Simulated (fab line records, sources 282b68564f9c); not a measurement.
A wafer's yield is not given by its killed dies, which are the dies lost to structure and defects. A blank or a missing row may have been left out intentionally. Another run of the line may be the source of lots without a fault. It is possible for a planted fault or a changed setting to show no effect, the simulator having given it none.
What tool caused it? | flow ritCmos | Sampling: 13 lots, 39 wafers, 2 of 202 route steps

## WHAT THE GAUGES SHOWED, per wafer
Not one reading of a measure or inspect step in the record can be checked against a usual standard deviation.

## WHICH TOOL RAN EACH LOT (tool, then ch and the chambers of the sampled wafers, then the start)
lot  | RIT_SILICIDE_SPUTTER_01    | RIT_M1_PROBE_99
L138 | pvdSputter-01, day 3 04:56 | -
L139 | pvdSputter-02, day 3 07:30 | -
L140 | pvdSputter-01, day 3 15:06 | -
L141 | pvdSputter-03, day 3 21:38 | -
L142 | pvdSputter-01, day 4 00:28 | -
L143 | pvdSputter-03, day 4 10:10 | -
L144 | pvdSputter-01, day 4 12:52 | -
L148 | pvdSputter-01, day 5 10:01 | -
L154 | pvdSputter-01, day 6 17:13 | prober-01, day 7 00:14
L155 | pvdSputter-03, day 6 22:01 | -
L157 | pvdSputter-03, day 7 10:01 | -
L159 | pvdSputter-02, day 7 14:13 | -
L161 | pvdSputter-03, day 8 02:33 | -
- RIT_SILICIDE_SPUTTER_01: material Ti, target thk 30 nm, time 240 s.
- RIT_M1_PROBE_99

## AS READ BY THE TOOLS THEMSELVES (means over the sampled wafers that have a number; for cases with no such wafer, the mark the record gives instead)
RIT_SILICIDE_SPUTTER_01. Usual: throttleValvePct 30.0 %, standard deviation 1.1.
lot  | tool          | throttleValvePct (%) | flag
L138 | pvdSputter-01 | 29.8                 | 
L139 | pvdSputter-02 | 29.8                 | 
L140 | pvdSputter-01 | 29.3                 | 
L141 | pvdSputter-03 | 29.7                 | 
L142 | pvdSputter-01 | 30.0                 | 
L143 | pvdSputter-03 | 29.7                 | 
L144 | pvdSputter-01 | 30.5                 | 
L148 | pvdSputter-01 | 30.1                 | 
L154 | pvdSputter-01 | 30.1                 | 
L155 | pvdSputter-03 | 30.0                 | 
L157 | pvdSputter-03 | 30.2                 | 
L159 | pvdSputter-02 | 29.8                 | 
L161 | pvdSputter-03 | 29.6                 | 

RIT_M1_PROBE_99. Usual: killedAtContacts 0.0, standard deviation 0.16; killedAtFrontEnd 6.9, standard deviation 2.9; killedDies 7.0, standard deviation 2.9; killedOnRim 1.9, standard deviation 1.4; killedOpen 3.4, standard deviation 2.1; killedShort 3.5, standard deviation 1.8.
lot  | tool      | killedAtContacts | killedAtFrontEnd | killedDies | killedOnRim | killedOpen | killedShort | flag
L154 | prober-01 | 0.0              | 12.0             | 12.0       | 3.7         | 3.0        | 4.3         | 

## THE ANSWER, worked out from the rows above alone
Rule: lot off if the mean of its wafers having a number is beyond 3 standard deviations from the usual mean. Also off: a lot with no number at a reading for which 4 or more lots have one. Where the step has rows for the other lots, those lots are counted as sound. The gauges are gone through in route order, then the tools' own readings, and for those a lot's mean is taken as printed above. The first step at which some lot is off is used, and at that step the reading that is off furthest; a lot without a number counts as furthest.
None of the lots is off at any reading shown; this tells nothing.

## WHAT THE SIMULATOR PUT IN
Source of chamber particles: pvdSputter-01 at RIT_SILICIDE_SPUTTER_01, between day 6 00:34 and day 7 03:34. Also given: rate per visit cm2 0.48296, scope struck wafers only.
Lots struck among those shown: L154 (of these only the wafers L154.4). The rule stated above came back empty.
